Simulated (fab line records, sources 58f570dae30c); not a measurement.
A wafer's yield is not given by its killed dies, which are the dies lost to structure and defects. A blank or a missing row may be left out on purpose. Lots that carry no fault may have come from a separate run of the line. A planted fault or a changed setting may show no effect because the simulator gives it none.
One fault through the eyes of 2 desks	flow berkeleyCmos170	only its own numbers are on each desk; what lay behind them is given at the end

== FROM THE METROLOGY DESK ==
What the gauges read for every lot (on any tool): the sampled wafers with a number, averaged. Any lot whose mean is over 4 standard deviations away from the usual mean is out of limits and marked OUT; that distance is given in the brackets.
Columns: A = cdNm at UCB170_PLDD_CD_MEAS_06, usual 1199.8 nm; B = SPACER_TEOS_THK at UCB170_SPACER_THK_MEAS_01, usual 376 nm
lot	first seen here	A	B
L433	day 7 00:40	1198.5	365
L434	day 7 22:03	1200.9	372
L437	day 8 17:43	1202.7	377
L438	day 8 18:25	1200.3	373
L449	day 10 18:42	1200.8	373
L450	day 11 13:41	1199.7	374
L453	day 11 14:02	1199.9	382
L452	day 11 14:19	1200.5	370
L451	day 11 14:27	1198.8	374
L454	day 11 16:51	1199.4	371
L455	day 11 17:08	1200.5	386
L456	day 11 17:28	1197.3	374
This desk's finding: nothing out of limits on any of the 12 lots.

== TOOL OWNER'S DESK, furnace-04 ==
The tool's own readings at UCB170_SCREENOX_OXIDATION_01 (target thk 14.4 nm, ox time 2400 s): means of the sampled wafers that have a number, for each lot that ran on this tool. Any lot whose mean is over 4 standard deviations away from the usual mean is out of limits and marked OUT; that distance is given in the brackets.
Columns: A = oxTempC at UCB170_SCREENOX_OXIDATION_01, usual 900.1 C; B = oxTempCMax at UCB170_SCREENOX_OXIDATION_01, usual 903.7; C = spikeTcCentreC at UCB170_SCREENOX_OXIDATION_01, usual 901.6 C; D = zonePowerLoadPct at UCB170_SCREENOX_OXIDATION_01, usual 26.9 %
lot	first seen here	A	B	C	D
L437	day 7 05:03	900.1	902.7	901.4	28.1
L438	day 7 05:03	900.0	902.7	903.2	28.1
This desk's finding: nothing out of limits on any of the 2 lots.

== PUT TOGETHER ==
Metrology desk: nothing out of limits seen.
The desk of the tool owner found nothing out of limits.

== WHAT THE SIMULATOR HAD PUT IN ==
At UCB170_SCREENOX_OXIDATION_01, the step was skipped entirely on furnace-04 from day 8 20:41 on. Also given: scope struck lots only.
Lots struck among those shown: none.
